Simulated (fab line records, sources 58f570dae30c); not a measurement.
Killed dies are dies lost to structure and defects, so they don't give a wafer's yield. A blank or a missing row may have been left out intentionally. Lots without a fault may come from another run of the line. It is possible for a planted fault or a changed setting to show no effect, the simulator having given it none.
Which tool did it? :: flow berkeley cmos170 :: 14 lots, 42 wafers sampled, at 2 steps of a route of 331

## WHAT EACH GAUGE READ, for each wafer
No reading from a measuring or inspecting step in the record can be judged against a usual standard deviation.

## EACH LOT AND THE TOOL THAT RAN IT (in order: tool; ch and the chambers of the sampled wafers; start)
lot: L745
UCB170_NWELL_SOFTBAKE_08: litho track-02 ch 0, day 2 07:08
UCB170_NWELL_STRIP_15: plasma asher-02 ch 0,1, day 2 08:04

lot: L746
UCB170_NWELL_SOFTBAKE_08: litho track-03 ch 0, day 2 15:13
UCB170_NWELL_STRIP_15: plasma asher-01 ch 0,1, day 2 16:11

lot: L748
UCB170_NWELL_SOFTBAKE_08: litho track-01 ch 0, day 2 22:10
UCB170_NWELL_STRIP_15: plasma asher-02 ch 0,1, day 2 23:41

lot: L747
UCB170_NWELL_SOFTBAKE_08: litho track-02 ch 0, day 2 22:10
UCB170_NWELL_STRIP_15: plasma asher-04 ch 0,1, day 2 23:34

lot: L750
UCB170_NWELL_SOFTBAKE_08: litho track-03 ch 0, day 3 07:44
UCB170_NWELL_STRIP_15: plasma asher-02 ch 0,1, day 3 08:49

lot: L751
UCB170_NWELL_SOFTBAKE_08: litho track-03 ch 0, day 3 17:08
UCB170_NWELL_STRIP_15: plasma asher-01 ch 0,1, day 3 18:11

lot: L760
UCB170_NWELL_SOFTBAKE_08: litho track-02 ch 0, day 5 09:40
UCB170_NWELL_STRIP_15: plasma asher-01 ch 0,1, day 5 10:44

lot: L759
UCB170_NWELL_SOFTBAKE_08: litho track-03 ch 0, day 5 09:41
UCB170_NWELL_STRIP_15: plasma asher-04 ch 0,1, day 5 10:37

lot: L761
UCB170_NWELL_SOFTBAKE_08: litho track-02 ch 0, day 5 15:50
UCB170_NWELL_STRIP_15: plasma asher-04 ch 0,1, day 5 16:40

lot: L762
UCB170_NWELL_SOFTBAKE_08: litho track-01 ch 0, day 6 00:56
UCB170_NWELL_STRIP_15: plasma asher-04 ch 0,1, day 6 01:46

lot: L763
UCB170_NWELL_SOFTBAKE_08: litho track-03 ch 0, day 6 01:05
UCB170_NWELL_STRIP_15: plasma asher-02 ch 0,1, day 6 02:04

lot: L766
UCB170_NWELL_SOFTBAKE_08: litho track-01 ch 0, day 6 18:29
UCB170_NWELL_STRIP_15: plasma asher-01 ch 0,1, day 6 19:27

lot: L767
UCB170_NWELL_SOFTBAKE_08: litho track-03 ch 0, day 6 18:33
UCB170_NWELL_STRIP_15: plasma asher-04 ch 0,1, day 6 19:43

lot: L768
UCB170_NWELL_SOFTBAKE_08: litho track-01 ch 0, day 7 05:13
UCB170_NWELL_STRIP_15: plasma asher-04 ch 0,1, day 7 06:21
- UCB170_NWELL_SOFTBAKE_08: time 60 s.
- UCB170_NWELL_STRIP_15: strips in O2.

## WHAT THE TOOLS THEMSELVES READ (means of the sampled wafers that have a number; where no wafer has one, the mark that the record gives instead)
UCB170_NWELL_SOFTBAKE_08.
lot: L745
tool: litho track-02
exhaust pa (Pa): 44.8
heater power total W (W): 56.79
plate temp C (C): 130.01
resist line temp C (C): 22.94

lot: L746
tool: litho track-03
exhaust pa (Pa): 43.8
heater power total W (W): 56.79
plate temp C (C): 130.01
resist line temp C (C): 22.98

lot: L748
tool: litho track-01
exhaust pa (Pa): 43.9
heater power total W (W): 56.79
plate temp C (C): 130.09
resist line temp C (C): 22.88

lot: L747
tool: litho track-02
exhaust pa (Pa): 45.7
heater power total W (W): 56.81
plate temp C (C): 130.07
resist line temp C (C): 22.95

lot: L750
tool: litho track-03
exhaust pa (Pa): 45.7
heater power total W (W): 56.84
plate temp C (C): 129.99
resist line temp C (C): 23.23

lot: L751
tool: litho track-03
exhaust pa (Pa): 45.8
heater power total W (W): 56.80
plate temp C (C): 130.06
resist line temp C (C): 23.06

lot: L760
tool: litho track-02
exhaust pa (Pa): 45.7
heater power total W (W): 47.12
plate temp C (C): 112.79
resist line temp C (C): 23.09

lot: L759
tool: litho track-03
exhaust pa (Pa): 44.2
heater power total W (W): 56.77
plate temp C (C): 130.17
resist line temp C (C): 23.05

lot: L761
tool: litho track-02
exhaust pa (Pa): 45.4
heater power total W (W): 47.12
plate temp C (C): 112.85
resist line temp C (C): 22.94

lot: L762
tool: litho track-01
exhaust pa (Pa): 44.9
heater power total W (W): 56.77
plate temp C (C): 129.79
resist line temp C (C): 23.03

lot: L763
tool: litho track-03
exhaust pa (Pa): 45.1
heater power total W (W): 56.82
plate temp C (C): 129.91
resist line temp C (C): 23.03

lot: L766
tool: litho track-01
exhaust pa (Pa): 44.1
heater power total W (W): 56.80
plate temp C (C): 129.96
resist line temp C (C): 23.03

lot: L767
tool: litho track-03
exhaust pa (Pa): 44.3
heater power total W (W): 56.81
plate temp C (C): 129.83
resist line temp C (C): 23.03

lot: L768
tool: litho track-01
exhaust pa (Pa): 43.6
heater power total W (W): 56.80
plate temp C (C): 130.13
resist line temp C (C): 22.95

UCB170_NWELL_STRIP_15.
lot: L745
tool: plasma asher-02
drypump motor current A (A): 5.8
oes product au (a.u.): 0.725
strip time to endpoint s (s): 17.96

lot: L746
tool: plasma asher-01
drypump motor current A (A): 5.9
oes product au (a.u.): 0.718
strip time to endpoint s (s): 17.99

lot: L748
tool: plasma asher-02
drypump motor current A (A): 5.8
oes product au (a.u.): 0.718
strip time to endpoint s (s): 18.06

lot: L747
tool: plasma asher-04
drypump motor current A (A): 5.3
oes product au (a.u.): 0.719
strip time to endpoint s (s): 17.94

lot: L750
tool: plasma asher-02
drypump motor current A (A): 5.8
oes product au (a.u.): 0.715
strip time to endpoint s (s): 18.07

lot: L751
tool: plasma asher-01
drypump motor current A (A): 5.9
oes product au (a.u.): 0.717
strip time to endpoint s (s): 18.04

lot: L760
tool: plasma asher-01
drypump motor current A (A): 5.8
oes product au (a.u.): 0.718
strip time to endpoint s (s): 18.32

lot: L759
tool: plasma asher-04
drypump motor current A (A): 5.3
oes product au (a.u.): 0.720
strip time to endpoint s (s): 18.13

lot: L761
tool: plasma asher-04
drypump motor current A (A): 5.4
oes product au (a.u.): 0.719
strip time to endpoint s (s): 18.45

lot: L762
tool: plasma asher-04
drypump motor current A (A): 5.3
oes product au (a.u.): 0.718
strip time to endpoint s (s): 18.04

lot: L763
tool: plasma asher-02
drypump motor current A (A): 5.8
oes product au (a.u.): 0.719
strip time to endpoint s (s): 18.09

lot: L766
tool: plasma asher-01
drypump motor current A (A): 5.5
oes product au (a.u.): 0.722
strip time to endpoint s (s): 17.97

lot: L767
tool: plasma asher-04
drypump motor current A (A): 5.3
oes product au (a.u.): 0.720
strip time to endpoint s (s): 18.09

lot: L768
tool: plasma asher-04
drypump motor current A (A): 5.3
oes product au (a.u.): 0.720
strip time to endpoint s (s): 18.12

## THE ANSWER, worked out from the rows above alone
Rule: what is usual is taken from the lots themselves. The widest of any qualifying gaps counts: lots, ordered by their means at a reading, are off when they make up no more than a third of the lots, leave a main group of 4 or more, and stand apart from it by 3 or more times the standard deviation of that group's means. A main group is skipped when, at the precision printed for the reading in the tables above, its means are all equal. A lot without any number at a reading at which 4 lots or more have one is off too. All remaining lots with rows at the step are treated as sound. Order of review: gauges by route order, followed by the tools' own readings, for which a lot's mean as printed above is used. At the first step where some lot is off, the reading lying furthest off is the one used; lots without a number count as furthest.
Off, at UCB170_NWELL_SOFTBAKE_08 on heater power total W: L760, L761. The main group: mean 56.80 W, standard deviation 0.019.
A tool fits if, at that step or a process step before it, it ran every lot that is off, and no sound lot after the first of them. One candidate fits, namely litho track-02 at UCB170_NWELL_SOFTBAKE_08. Its last sound lot is L747 (day 2 22:10), its first lot that is off L760 (day 5 09:40): a fault that began between those two fits.
The tool's own readings at UCB170_NWELL_SOFTBAKE_08 bear it out: on the lots that are off they differ by more than 5 times the standard deviation of the sound lots' means. heater power total W reads 47.12 W there against 56.80 W on the sound lots; plate temp C reads 112.82 C there against 130.00 C on the sound lots.

## WHAT HAD BEEN PUT IN BY THE SIMULATOR
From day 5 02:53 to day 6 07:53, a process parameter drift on litho track-02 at UCB170_NWELL_SOFTBAKE_08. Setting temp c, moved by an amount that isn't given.
Shown lots that were struck: L760, L761. The rule given above showed the same thing.
